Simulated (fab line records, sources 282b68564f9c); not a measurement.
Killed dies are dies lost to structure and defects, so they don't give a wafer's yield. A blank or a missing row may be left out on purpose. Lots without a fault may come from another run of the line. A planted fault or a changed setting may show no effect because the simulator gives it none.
One fault seen from 2 desks | flow rit_cmos | each desk has only its own numbers; what lay behind them comes last

THE TOOL OWNER'S DESK: implanter-04
The tool's own readings at RIT_PWELL_IMPLANT_08: means of the sampled wafers that have a number, for each lot that ran on this tool. A lot is out of limits, marked OUT, if its mean lies more than 4 standard deviations from the usual mean; the brackets give that distance.
Columns: A = dose_ions_cm2 at RIT_PWELL_IMPLANT_08, usual 7e+13
lot  | first seen here | A
L239 | day 2 14:14     | 7e+13
L240 | day 2 18:13     | 7e+13
L245 | day 3 20:25     | 7e+13 (-14) OUT
L246 | day 4 00:13     | 7e+13 (-13) OUT
L259 | day 6 17:06     | 7e+13
This desk's finding: out of limits on L245, L246; first on L245, day 3 20:25 (dose_ions_cm2 at RIT_PWELL_IMPLANT_08). In limits: L239, L240, L259.

THE METROLOGY DESK
What the gauges read, lot by lot, whatever tool the lot ran on: means of the sampled wafers that have a number. A lot is out of limits, marked OUT, if its mean lies more than 4 standard deviations from the usual mean; the brackets give that distance.
Columns: A = PWELL_RS at RIT_WELLDRIVE_RS_MEAS_02, usual 429.1 ohm/sq
lot  | first seen here | A
L236 | day 2 05:15     | 428.6
L238 | day 2 15:52     | 428.7
L239 | day 2 19:49     | 428.1
L240 | day 2 23:47     | 429.6
L241 | day 3 05:08     | 428.5
L242 | day 3 13:21     | 428.3
L243 | day 3 16:18     | 430.8
L244 | day 4 00:16     | 427.6
L245 | day 4 03:11     | 433.7 (+4.2) OUT
L246 | day 4 07:32     | 433.4
L252 | day 5 17:05     | 428.9
L257 | day 6 14:17     | 428.7
L258 | day 6 18:51     | 429.0
L259 | day 6 22:41     | 430.8
This desk's finding: out of limits on L245; first on L245, day 4 03:11 (PWELL_RS at RIT_WELLDRIVE_RS_MEAS_02). In limits: L236, L238, L239, L240, L241, L242, L243, L244, L246, L252, L257, L258, L259.

PUT TOGETHER
The tool owner's desk could have raised an alarm at day 3 20:25, on L245, L246.
The metrology desk could have raised an alarm at day 4 03:11, on L245.
The metrology desk has L246 on record, within its limits.
Of the lots named, all ran RIT_PWELL_IMPLANT_08 on implanter-04.

WHAT THE SIMULATOR HAD PUT IN
Process parameter drift: implanter-04, from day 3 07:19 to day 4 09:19, at RIT_PWELL_IMPLANT_08. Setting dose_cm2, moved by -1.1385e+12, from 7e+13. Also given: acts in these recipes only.
Lots struck among those shown: L245, L246.
Hours from the fault's start to each desk's first reading out of limits: the tool owner's desk, 13; the metrology desk, 20.
